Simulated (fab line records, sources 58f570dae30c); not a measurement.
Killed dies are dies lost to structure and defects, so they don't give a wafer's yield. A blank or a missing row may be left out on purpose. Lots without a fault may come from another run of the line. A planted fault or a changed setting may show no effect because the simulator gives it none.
Which tool did it? | flow berkeley_cmos170 | 14 lots, 42 wafers sampled, at 5 steps of a route of 331

WHAT THE GAUGES READ, wafer by wafer
UCB170_START_THK_MEAS_03. Usual: START_OXIDE_THK 19.7 nm, standard deviation 0.34.
lot  | measured    | on            | START_OXIDE_THK (nm) | flag
L534 | day 1 15:01 | film_metro-02 | 20.1 19.7 19.7       |
L535 | day 1 19:25 | film_metro-02 | 19.6 19.7 19.8       |
L536 | day 2 01:00 | film_metro-04 | 20.2 20.2 20.4       |
L537 | day 2 07:30 | film_metro-02 | 19.7 19.7 19.5       |
L538 | day 2 12:09 | film_metro-02 | 19.7 19.8 19.8       |
L539 | day 2 17:12 | film_metro-04 | 20.2 20.2 20.3       |
L540 | day 2 23:22 | film_metro-02 | 20.0 19.7 20.0       |
L543 | day 3 09:52 | film_metro-02 | 19.5 19.7 19.8       |
L542 | day 3 09:53 | film_metro-04 | 19.4 19.3 19.7       |
L544 | day 3 17:22 | film_metro-02 | 20.0 20.3 20.3       |
L547 | day 4 09:40 | film_metro-04 | 19.7 19.9 19.9       |
L550 | day 5 00:25 | film_metro-03 | 19.7 19.5 20.0       |
L551 | day 5 04:53 | film_metro-02 | 18.9 19.1 18.7       |
L555 | day 6 02:17 | film_metro-04 | 20.1 20.0 19.7       |

UCB170_SCREENOX_THK_MEAS_02. Usual: SCREENOX_OXIDE_THK 14.33 nm, standard deviation 0.23.
lot  | measured     | on            | SCREENOX_OXIDE_THK (nm) | flag
L534 | day 5 15:55  | film_metro-02 | 14.23 14.15 14.41       |
L535 | day 6 10:04  | film_metro-03 | 14.31 14.06 14.48       |
L536 | day 6 19:37  | film_metro-03 | 14.14 14.14 14.14       |
L537 | day 6 19:35  | film_metro-04 | 14.07 14.21 14.17       |
L538 | day 6 19:35  | film_metro-02 | 14.36 14.53 14.32       |
L539 | day 6 19:38  | film_metro-04 | 14.11 14.06 13.82       |
L540 | day 7 18:40  | film_metro-03 | 14.05 14.17 14.24       |
L543 | day 8 00:28  | film_metro-02 | 14.29 14.59 14.41       |
L542 | day 8 00:21  | film_metro-02 | 14.28 14.18 14.19       |
L544 | day 8 00:25  | film_metro-02 | 14.11 14.19 14.36       |
L547 | day 9 04:47  | film_metro-04 | 14.48 14.46 14.26       |
L550 | day 9 04:49  | film_metro-02 | 14.53 14.25 14.19       |
L551 | day 9 20:08  | film_metro-02 | 14.33 14.09 14.33       |
L555 | day 10 10:43 | film_metro-03 | 14.62 14.68 14.36       |

UCB170_PLDD_OVL_MEAS_07. Usual: PLDD_OVL -1 nm, standard deviation 6.2.
lot  | measured     | on         | PLDD_OVL (nm) | flag
L534 | day 6 17:09  | overlay-01 | -4 3 -6       |
L535 | day 7 16:38  | overlay-02 | 10 5 2        |
L536 | day 7 21:44  | overlay-01 | 20 10 9       |
L537 | day 7 21:55  | overlay-01 | 9 14 7        |
L538 | day 7 22:10  | overlay-02 | -9 1 -5       |
L539 | day 7 21:50  | overlay-02 | 1 -3 -1       |
L540 | day 8 20:23  | overlay-01 | -2 -4 -2      |
L543 | day 9 04:10  | overlay-02 | 0 -4 2        |
L542 | day 9 03:26  | overlay-01 | 0 -6 -6       |
L544 | day 9 03:28  | overlay-02 | -3 1 -2       |
L547 | day 10 06:57 | overlay-01 | 6 -9 -2       |
L550 | day 10 05:47 | overlay-02 | -14 -17 -16   |
L551 | day 10 23:05 | overlay-01 | -3 -6 -11     |
L555 | day 11 09:53 | overlay-02 | -10 -3 -3     |

WHICH TOOL RAN EACH LOT (tool, then ch and the chambers of the sampled wafers, then the start)
lot  | UCB170_ACTIVE_COAT_08            | UCB170_ACTIVE_STRIP_16
L534 | litho_track-03 ch 0, day 4 08:55 | plasma_asher-02 ch 0,1, day 4 09:50
L535 | litho_track-01 ch 0, day 5 05:31 | plasma_asher-04 ch 0,1, day 5 06:35
L536 | litho_track-02 ch 0, day 5 09:28 | plasma_asher-02 ch 0,1, day 5 10:51
L537 | litho_track-03 ch 0, day 5 09:28 | plasma_asher-02 ch 0,1, day 5 10:35
L538 | litho_track-03 ch 0, day 5 15:46 | plasma_asher-04 ch 0,1, day 5 16:43
L539 | litho_track-01 ch 0, day 5 15:56 | plasma_asher-04 ch 0,1, day 5 17:01
L540 | litho_track-02 ch 0, day 6 06:59 | plasma_asher-03 ch 0,1, day 6 08:24
L543 | litho_track-01 ch 0, day 6 15:32 | plasma_asher-04 ch 0,1, day 6 16:49
L542 | litho_track-03 ch 0, day 6 15:46 | plasma_asher-02 ch 0,1, day 6 17:07
L544 | litho_track-02 ch 0, day 6 15:43 | plasma_asher-03 ch 0,1, day 6 17:04
L547 | litho_track-03 ch 0, day 7 18:22 | plasma_asher-03 ch 0,1, day 7 19:39
L550 | litho_track-02 ch 0, day 7 22:35 | plasma_asher-02 ch 0,1, day 8 00:45
L551 | litho_track-02 ch 0, day 8 14:25 | plasma_asher-04 ch 0,1, day 8 15:36
L555 | litho_track-03 ch 0, day 9 03:31 | plasma_asher-04 ch 0,1, day 9 05:19
- UCB170_ACTIVE_COAT_08: resist thk 900 nm.
- UCB170_ACTIVE_STRIP_16: strips in O2.

WHAT THE TOOLS THEMSELVES READ (means of the sampled wafers that have a number; where no wafer has one, the mark that the record gives instead)
UCB170_ACTIVE_STRIP_16. Usual: drypump_motor_current_A 5.8 A, standard deviation 0.59; oes_product_au 0.721 a.u., standard deviation 0.0046; strip_time_to_endpoint_s 18.11 s, standard deviation 0.11.
lot  | tool            | drypump_motor_current_A (A) | oes_product_au (a.u.) | strip_time_to_endpoint_s (s) | flag
L534 | plasma_asher-02 | 6.3                         | 0.720                 | 18.17                        |
L535 | plasma_asher-04 | 5.8                         | 0.723                 | 18.21                        |
L536 | plasma_asher-02 | 6.3                         | 0.723                 | 18.16                        |
L537 | plasma_asher-02 | 6.3                         | 0.717                 | 18.05                        |
L538 | plasma_asher-04 | 5.8                         | 0.720                 | 18.06                        |
L539 | plasma_asher-04 | 5.8                         | 0.720                 | 18.02                        |
L540 | plasma_asher-03 | 5.7                         | 0.722                 | 18.20                        |
L543 | plasma_asher-04 | 5.8                         | 0.723                 | 18.09                        |
L542 | plasma_asher-02 | 6.3                         | 0.720                 | 18.13                        |
L544 | plasma_asher-03 | 5.6                         | 0.715                 | 18.10                        |
L547 | plasma_asher-03 | 5.5                         | 0.723                 | 18.19                        |
L550 | plasma_asher-02 | 6.3                         | 0.722                 | 19.48                        | OFF
L551 | plasma_asher-04 | 5.8                         | 0.720                 | 19.22                        | OFF
L555 | plasma_asher-04 | 5.8                         | 0.719                 | 18.16                        |

THE ANSWER, worked out from the rows above alone
Rule: a lot is off if the mean of its wafers that have a number lies more than 3 standard deviations from the usual mean. A lot without any number at a reading at which 4 lots or more have one is off too. The other lots that the step has rows for count as sound. The gauges are gone through in route order, then the tools' own readings, and for those a lot's mean is taken as printed above. The first step at which some lot is off is used, and at that step the reading that is off furthest; a lot without a number counts as furthest.
Off: L550, L551, at UCB170_ACTIVE_STRIP_16 (strip_time_to_endpoint_s).
A tool fits if, at that step or a process step before it, it ran every lot that is off, and no sound lot after the first of them. One fits: litho_track-02 at UCB170_ACTIVE_COAT_08. Its last sound lot is L544 (day 6 15:43), its first lot that is off L550 (day 7 22:35): a fault that began between those two fits.

WHAT THE SIMULATOR HAD PUT IN
Process parameter drift: litho_track-02, from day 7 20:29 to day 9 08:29, at UCB170_ACTIVE_COAT_08. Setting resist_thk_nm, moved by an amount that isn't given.
Lots struck among those shown: L550, L551. The rule above found the same.
